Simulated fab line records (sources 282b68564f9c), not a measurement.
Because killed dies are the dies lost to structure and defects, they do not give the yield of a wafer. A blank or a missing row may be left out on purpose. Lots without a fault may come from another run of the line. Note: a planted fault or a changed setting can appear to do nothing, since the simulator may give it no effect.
fab line records + flow rit_cmos
record
- lots=6
- wafers=18
- last_day=6
route steps=202 shown NLDD@107 PLDD@114 SPACER@125
lots with no fault: from the same line, run without faults
start_h: hours from the record's opening day to when the first of the lot's shown wafers began + wait_h: how many hours have passed since the lot's step before this one + " the same as in the row above + L1.1+2: a row that stands for several wafers + - no value present, or no start provided + * or withheld: withheld + < > ~ a bound
route shown NAME@n: NAME is a module with steps in the file, n the number in the route of the first one + usual: mean and standard deviation over wafers with no fault + same: alike in all rows + chamber/n: place in a boat + sites: each site's reading + _std_site: the standard deviation of these + _edge_site: outer sites' mean less inner sites' + radius_mm: how far each site lies from the wafer's centre + mask NAME#n: copy n + behind: tool/chamber where the wafer was last shaped + hold: why the lot was held/for how many hours/how that ended + device: the n, p or np transistor that did not switch + end of line: the same wafers' tests at the end of the route + where a step has no rows: the recipe by itself + killed: at the first sort, the dies lost to defects and structure; wafer yield is something else + map: dies across one wafer; x = killed, . = not, _ = none there
set.NAME: the setting the step ran with; set.NAME@STEP: the setting that earlier step ran with + model.NAME: the simulator's own value behind a step, which no gauge read
certain route steps with their lots: each step a table, each wafer a row
services: from which hour (start_h, from the record's first day; less than 0 if before it) a tool's chamber was out of use, for how many hours, and why
## steps
# step RIT_NLDD_PEB_04
# recipe
- resist=NOVOLAK
- temp_c=withheld
- time_s=withheld
# step RIT_NLDD_DEVELOP_05
# recipe
- resist=NOVOLAK
- develop_time_s=50
- dev_temp_c=23
# step RIT_NLDD_OVL_MEAS_06
# usual
- NLDD_OVL=0.4/1.6
| lot.wafer | tool       | chamber | start_h | wait_h | NLDD_OVL[nm] |
|-----------|------------|---------|---------|--------|--------------|
| L790.1    | overlay-02 | -       | 41.39   | -      | 2.1          |
| L790.2    | "          | -       | "       | "      | 3.6          |
| L790.3    | "          | -       | "       | "      | 1.3          |
| L795.2    | overlay-02 | -       | 71.14   | -      | -0.4         |
| L795.3    | "          | -       | "       | "      | 0.2          |
| L795.5    | "          | -       | "       | "      | 0.6          |
| L796.1    | overlay-02 | -       | 74.59   | -      | -1.5         |
| L796.2    | "          | -       | "       | "      | -1.2         |
| L796.4    | "          | -       | "       | "      | -0.7         |
| L798.2    | overlay-01 | -       | 85.71   | -      | -0.8         |
| L798.5    | "          | -       | "       | "      | 2.0          |
| L798.6    | "          | -       | "       | "      | 1.1          |
| L802.1    | overlay-01 | -       | 106.11  | -      | 1.0          |
| L802.2    | "          | -       | "       | "      | -0.3         |
| L802.6    | "          | -       | "       | "      | -0.3         |
| L808.1    | overlay-01 | -       | 134.00  | -      | -2.8         |
| L808.3    | "          | -       | "       | "      | -0.2         |
| L808.6    | "          | -       | "       | "      | -1.7         |
# step RIT_NLDD_HARDBAKE_07
# recipe
- resist=NOVOLAK
- temp_c=140
- time_s=60
# step RIT_NLDD_IMPLANT_08
# recipe
- species=P
- energy_kev=20
- dose_cm2=5e+14
- tilt_deg=7
# step RIT_NLDD_STRIP_09
# recipe
- chemistry=O2
- time_s=180
- resist=NOVOLAK
- platen_temp_c=withheld
- power_w=500
- pressure_mtorr=4000
- o2_flow_sccm=4000
# usual
- chamber_pressure_mTorr=4000/3.5
- drypump_motor_current_A=5.8/0.51
| lot.wafer | tool            | chamber | start_h | wait_h | chamber_pressure_mTorr | drypump_motor_current_A | rf_hours_counter_h |
|-----------|-----------------|---------|---------|--------|------------------------|-------------------------|--------------------|
| L790.1    | plasma_asher-01 | 0       | 41.73   | 0.1    | 4004                   | 5.9                     | 24                 |
| L790.2    | "               | 1       | "       | "      | 3998                   | 6.3                     | 24                 |
| L790.3    | "               | 0       | "       | "      | 4000                   | 5.8                     | -                  |
| L795.2    | plasma_asher-01 | 0       | 71.47   | 0.1    | 3999                   | 5.8                     | 27                 |
| L795.3    | "               | 1       | "       | "      | 3999                   | 6.3                     | -                  |
| L795.5    | "               | 1       | "       | "      | 4003                   | 6.3                     | -                  |
| L796.1    | plasma_asher-01 | 1       | 74.93   | 0.1    | 3997                   | 6.3                     | 28                 |
| L796.2    | "               | 0       | "       | "      | 4000                   | 5.8                     | 28                 |
| L796.4    | "               | 0       | "       | "      | 4001                   | 5.8                     | -                  |
| L798.2    | plasma_asher-04 | 1       | 86.04   | 0.1    | 4002                   | 5.0                     | 44                 |
| L798.5    | "               | 1       | "       | "      | 4008                   | 5.0                     | -                  |
| L798.6    | "               | 0       | "       | "      | 3998                   | 5.4                     | -                  |
| L802.1    | plasma_asher-04 | 0       | 106.44  | 0.1    | 3996                   | 5.4                     | 46                 |
| L802.2    | "               | 1       | "       | "      | 3998                   | 5.0                     | 46                 |
| L802.6    | "               | 1       | "       | "      | 4005                   | 5.0                     | -                  |
| L808.1    | plasma_asher-02 | 1       | 134.45  | 0.1    | 3995                   | 5.7                     | 49                 |
| L808.3    | "               | 0       | "       | "      | 4001                   | 6.6                     | -                  |
| L808.6    | "               | 1       | "       | "      | 3993                   | 5.7                     | -                  |
# step RIT_NLDD_TW_MEAS_10
# usual
- NLDD_TW=2480/14
| lot.wafer | tool          | chamber | start_h | wait_h | NLDD_TW |
|-----------|---------------|---------|---------|--------|---------|
| L790.1    | film_metro-03 | -       | 41.91   | 0.1    | 2477    |
| L790.2    | "             | -       | "       | "      | 2463    |
| L790.3    | "             | -       | "       | "      | 2457    |
| L795.2    | film_metro-02 | -       | 71.66   | 0.1    | 2469    |
| L795.3    | "             | -       | "       | "      | 2477    |
| L795.5    | "             | -       | "       | "      | 2464    |
| L796.1    | film_metro-03 | -       | 75.10   | 0.1    | 2487    |
| L796.2    | "             | -       | "       | "      | 2497    |
| L796.4    | "             | -       | "       | "      | 2496    |
| L798.2    | film_metro-02 | -       | 86.22   | 0.1    | 2503    |
| L798.5    | "             | -       | "       | "      | 2515    |
| L798.6    | "             | -       | "       | "      | 2506    |
| L802.1    | film_metro-02 | -       | 106.62  | 0.1    | 2485    |
| L802.2    | "             | -       | "       | "      | 2480    |
| L802.6    | "             | -       | "       | "      | 2474    |
| L808.1    | film_metro-03 | -       | 134.62  | 0.1    | 2486    |
| L808.3    | "             | -       | "       | "      | 2463    |
| L808.6    | "             | -       | "       | "      | 2482    |
# step RIT_PLDD_HMDS_00
# recipe
- prime_time_s=60
- prime_temp_c=140
# step RIT_PLDD_COAT_01
# recipe
- resist=NOVOLAK
- spin_rpm=3250
- resist_thk_nm=1000
# step RIT_PLDD_SOFTBAKE_02
# recipe
- resist=NOVOLAK
- temp_c=90
- time_s=60
# step RIT_PLDD_EXPOSE_03
# recipe
- mask_id=M8
- na=0.57
- target_cd_nm=40900
- dose_mj=250
# step RIT_PLDD_PEB_04
# recipe
- resist=NOVOLAK
- temp_c=withheld
- time_s=withheld
# step RIT_PLDD_DEVELOP_05
# recipe
- resist=NOVOLAK
- develop_time_s=50
- dev_temp_c=23
| lot.wafer  | tool           | chamber | start_h | wait_h |
|------------|----------------|---------|---------|--------|
| L790.1+2+3 | litho_track-01 | 0       | 42      | -      |
| L795.2+3+5 | litho_track-02 | 0       | 72      | -      |
| L796.1+2+4 | litho_track-02 | 0       | 76      | -      |
| L798.2+5+6 | litho_track-01 | 0       | 87      | -      |
| L802.1+2+6 | litho_track-02 | 0       | 107     | -      |
| L808.1+3+6 | litho_track-03 | 0       | 135     | -      |
# step RIT_PLDD_OVL_MEAS_06
# usual
- PLDD_OVL=0.5/1.3
| lot.wafer | tool       | chamber | start_h | wait_h | PLDD_OVL[nm] |
|-----------|------------|---------|---------|--------|--------------|
| L790.1    | overlay-02 | -       | 42.94   | -      | -1.0         |
| L790.2    | "          | -       | "       | "      | 0.8          |
| L790.3    | "          | -       | "       | "      | 1.7          |
| L795.2    | overlay-01 | -       | 72.80   | -      | -1.5         |
| L795.3    | "          | -       | "       | "      | -1.8         |
| L795.5    | "          | -       | "       | "      | 0.2          |
| L796.1    | overlay-02 | -       | 76.14   | -      | 0.2          |
| L796.2    | "          | -       | "       | "      | 2.7          |
| L796.4    | "          | -       | "       | "      | -1.2         |
| L798.2    | overlay-02 | -       | 87.25   | -      | -1.3         |
| L798.5    | "          | -       | "       | "      | -2.7         |
| L798.6    | "          | -       | "       | "      | -0.5         |
| L802.1    | overlay-02 | -       | 107.65  | -      | -1.2         |
| L802.2    | "          | -       | "       | "      | -1.7         |
| L802.6    | "          | -       | "       | "      | 1.7          |
| L808.1    | overlay-02 | -       | 135.53  | -      | -1.1         |
| L808.3    | "          | -       | "       | "      | 1.0          |
| L808.6    | "          | -       | "       | "      | -0.4         |
# step RIT_PLDD_HARDBAKE_07
# recipe
- resist=NOVOLAK
- temp_c=140
- time_s=60
# step RIT_PLDD_IMPLANT_08
# recipe
- species=BF2
- energy_kev=20
- dose_cm2=9e+14
- tilt_deg=7
# step RIT_PLDD_STRIP_09
# recipe
- chemistry=O2
- time_s=180
- resist=NOVOLAK
- platen_temp_c=withheld
- power_w=500
- pressure_mtorr=4000
- o2_flow_sccm=4000
# usual
- chamber_pressure_mTorr=3999/3.6
- drypump_motor_current_A=5.8/0.5
| lot.wafer | tool            | chamber | start_h | wait_h | chamber_pressure_mTorr | drypump_motor_current_A | rf_hours_counter_h |
|-----------|-----------------|---------|---------|--------|------------------------|-------------------------|--------------------|
| L790.1    | plasma_asher-01 | 1       | 43.28   | 0.1    | 4003                   | 6.3                     | 25                 |
| L790.2    | "               | 0       | "       | "      | 4004                   | 5.8                     | 25                 |
| L790.3    | "               | 0       | "       | "      | 4003                   | 5.8                     | -                  |
| L795.2    | plasma_asher-03 | 0       | 73.13   | 0.1    | 4000                   | 6.4                     | 43                 |
| L795.3    | "               | 1       | "       | "      | 3998                   | 5.3                     | -                  |
| L795.5    | "               | 0       | "       | "      | 3999                   | 6.4                     | -                  |
| L796.1    | plasma_asher-03 | 1       | 76.47   | 0.1    | 3997                   | 5.3                     | 43                 |
| L796.2    | "               | 0       | "       | "      | 4004                   | 6.4                     | 43                 |
| L796.4    | "               | 0       | "       | "      | 3997                   | 6.4                     | -                  |
| L798.2    | plasma_asher-03 | 1       | 87.58   | 0.1    | 3995                   | 5.3                     | 45                 |
| L798.5    | "               | 0       | "       | "      | 4000                   | 6.4                     | -                  |
| L798.6    | "               | 1       | "       | "      | 4002                   | 5.3                     | -                  |
| L802.1    | plasma_asher-03 | 0       | 107.99  | 0.1    | 4002                   | 6.4                     | 47                 |
| L802.2    | "               | 1       | "       | "      | 3995                   | 5.3                     | 47                 |
| L802.6    | "               | 0       | "       | "      | 4002                   | 6.4                     | -                  |
| L808.1    | plasma_asher-01 | 1       | 135.87  | 0.1    | 4003                   | 6.2                     | 35                 |
| L808.3    | "               | 0       | "       | "      | 3992                   | 5.8                     | -                  |
| L808.6    | "               | 0       | "       | "      | 3995                   | 5.9                     | -                  |
# step RIT_PLDD_TW_MEAS_10
# usual
- PLDD_TW=2339/10
| lot.wafer | tool          | chamber | start_h | wait_h | PLDD_TW |
|-----------|---------------|---------|---------|--------|---------|
| L790.1    | film_metro-04 | -       | 43.45   | 0.1    | 2337    |
| L790.2    | "             | -       | "       | "      | 2355    |
| L790.3    | "             | -       | "       | "      | 2348    |
| L795.2    | film_metro-04 | -       | 73.31   | 0.1    | 2340    |
| L795.3    | "             | -       | "       | "      | 2342    |
| L795.5    | "             | -       | "       | "      | 2346    |
| L796.1    | film_metro-03 | -       | 76.65   | 0.1    | 30      |
| L796.2    | "             | -       | "       | "      | 30      |
| L796.4    | "             | -       | "       | "      | 30      |
| L798.2    | film_metro-02 | -       | 87.77   | 0.1    | 2346    |
| L798.5    | "             | -       | "       | "      | 2352    |
| L798.6    | "             | -       | "       | "      | 2360    |
| L802.1    | film_metro-04 | -       | 108.16  | 0.1    | 30      |
| L802.2    | "             | -       | "       | "      | 30      |
| L802.6    | "             | -       | "       | "      | 30      |
| L808.1    | film_metro-03 | -       | 136.04  | 0.1    | 2345    |
| L808.3    | "             | -       | "       | "      | 2341    |
| L808.6    | "             | -       | "       | "      | 2351    |
# step RIT_SPACER_CLEAN_00
# recipe
- chemistry=SC1
- mix=3:3:50
- time_s=600
- temp_c=75
## services
| tool            | chamber | start_h | hours | kind       |
|-----------------|---------|---------|-------|------------|
| plasma_asher-03 | -       | 20.85   | 0.4   | repair     |
| plasma_asher-02 | -       | 34.92   | 0.8   | repair     |
| plasma_asher-03 | -       | 66.92   | 2.8   | pm         |
| plasma_asher-04 | -       | 108.75  | 9.0   | pm         |
| plasma_asher-04 | 0       | 108.75  | 9.0   | vent_cycle |
| plasma_asher-04 | 1       | 108.75  | 9.0   | vent_cycle |
| plasma_asher-04 | 0       | 117.75  | -     | clean      |
| plasma_asher-04 | 1       | 117.75  | -     | clean      |
| plasma_asher-04 | -       | 135.51  | 1.5   | repair     |
## key
first_sign
- step=RIT_PLDD_TW_MEAS_10
- reading=PLDD_TW
- direction=down
- sigmas=99+
- usual=2339
- struck=30
effect none on later readings
met_at RIT_PLDD_DEVELOP_05
struck_wafers L796.1,L796.2,L796.4,L802.1,L802.2,L802.6
sort_left_out L796.1,L796.2,L796.4,L802.1,L802.2,L802.6
tester_left_out L796,L802
onset_between 72 76
fault
- kind=process_parameter_drift
- tool=litho_track-02
- chamber=-
- onset_h=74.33
- steps=RIT_PLDD_DEVELOP_05
- channel=develop_time_s
- offset=*
- shape=step
- end_h=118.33
- acts_in=*
- stated=*
# tester_left_out: of these lots the tester's yield and bins aren't shown, on N5 and GAA mostly nor the transistor test; their killed dies are dies lost to structure and defects alone, not to doping, threshold or leakage, so they don't give the yield
# sort_left_out: the simulated sort isn't trusted on such a fault, so these wafers' sort isn't shown, and their yield isn't known
